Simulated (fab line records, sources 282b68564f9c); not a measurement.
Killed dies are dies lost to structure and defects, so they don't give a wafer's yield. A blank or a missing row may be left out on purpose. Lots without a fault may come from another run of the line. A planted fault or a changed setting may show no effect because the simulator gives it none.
A struck lot beside a sound one | flow rit_cmos | 15 steps out of a route of 202
Sound: wafers L335.2, L335.3, L335.6. Struck: wafers L330.1, L330.3, L330.6. The cause comes at the end.
At each step with rows: each side's tool, then ch and its chambers, then its first start. Under that, the readings that differ: sound wafers | struck wafers | difference of the means | sigmas: that difference in standard deviations of wafers without a fault.
alike: readings whose means differ by less than 2 such deviations, and words and numbers that are the same on both sides. not compared: withheld readings, readings that some wafer has no value for, bounds like >300 that may hide the same value, and numbers for which the record gives no deviation and whose values overlap.
The two part at a step that has a row with sigmas, a row that says differs or no value, or rows on one side only. Numbers that don't overlap but have no deviation are shown without sigmas and don't part them. A reading that every wafer of one side lacks parts them only if that side has two wafers or more.

first, 2 steps without rows for these wafers: RIT_SDANNEAL_CLEAN_01 (cleans in dHF, time 30 s); RIT_SDANNEAL_CLEAN_02 (cleans in SC2, time 600 s).
RIT_SDANNEAL_RTA_03: time 5 s.
  sound on rtp_anneal-02 ch 0, day 5 23:25; struck on rtp_anneal-01 ch 0, day 4 22:46
  alike: anneal_temp_c_max, wafer_temp_C_max
RIT_SDANNEAL_RS_MEAS_04: measures by four-point-probe.
  sound on film_metro-02, day 5 23:31; struck on film_metro-03, day 4 22:49
  alike: PSD_RS
RIT_SDANNEAL_RS_MEAS_05: measures by four-point-probe.
  sound on film_metro-02, day 5 23:38; struck on film_metro-03, day 4 22:56
  alike: NSD_RS
RIT_SDANNEAL_RS_MEAS_06: measures by four-point-probe.
  sound on film_metro-02, day 5 23:45; struck on film_metro-03, day 4 23:03
  alike: PLDD_RS
RIT_SDANNEAL_RS_MEAS_07: measures by four-point-probe.
  sound on film_metro-02, day 5 23:52; struck on film_metro-03, day 4 23:10
  alike: NLDD_RS
then, 1 step without rows for these wafers: RIT_SILICIDE_WET_ETCH_00 (etches SiO2 in BOE, target depth 14 nm, time 15 s).
RIT_SILICIDE_SPUTTER_01: material Ti, target thk 30 nm, time 240 s.
  sound on pvd_sputter-04, day 5 23:59; struck on pvd_sputter-01, day 4 23:19
  alike: chamber_pressure_pa, throttle_valve_pct
RIT_SILICIDE_RS_MEAS_02: measures by four-point-probe.
  sound on film_metro-02, day 6 00:09; struck on film_metro-02, day 4 23:28
  alike: SILICIDE_TI_RS
RIT_SILICIDE_THK_MEAS_03: measures by xrf.
  sound on film_metro-02, day 6 00:16; struck on film_metro-02, day 4 23:35
  alike: SILICIDE_TI_THK
RIT_SILICIDE_RTA_04: time 10 s, ramp up 5 s, ramp down 5 s.
  sound on rtp_anneal-01 ch 0, day 6 00:19; struck on rtp_anneal-02 ch 0, day 4 23:38
  alike: anneal_temp_c_max, wafer_temp_C_max
RIT_SILICIDE_WET_ETCH_05: etches Ti in SPM, time 120 s.
  sound on wet_bench-01 ch 0, day 6 00:23; struck on wet_bench-04 ch 2, day 4 23:42
  no value came back on the struck wafers for bath_guard_temp_C (C), bath_heat_duty_pct (%); on the sound wafers bath_guard_temp_C (C) reads 89.5 90.0 89.5
RIT_SILICIDE_RTA_06: time 10.37 s, ramp up 5 s, ramp down 10 s.
  sound on rtp_anneal-02 ch 0, day 6 00:26; struck on rtp_anneal-01 ch 0, day 4 23:45
  alike: anneal_temp_c_max, wafer_temp_C_max
RIT_M1_PROBE_99:
  the record has rows for the struck wafers here (prober-02, day 5 06:10) and none for the sound ones

WHERE THEY PART
First at RIT_SILICIDE_WET_ETCH_05; last, within this record, at RIT_M1_PROBE_99.

WHY: what the simulator had put in
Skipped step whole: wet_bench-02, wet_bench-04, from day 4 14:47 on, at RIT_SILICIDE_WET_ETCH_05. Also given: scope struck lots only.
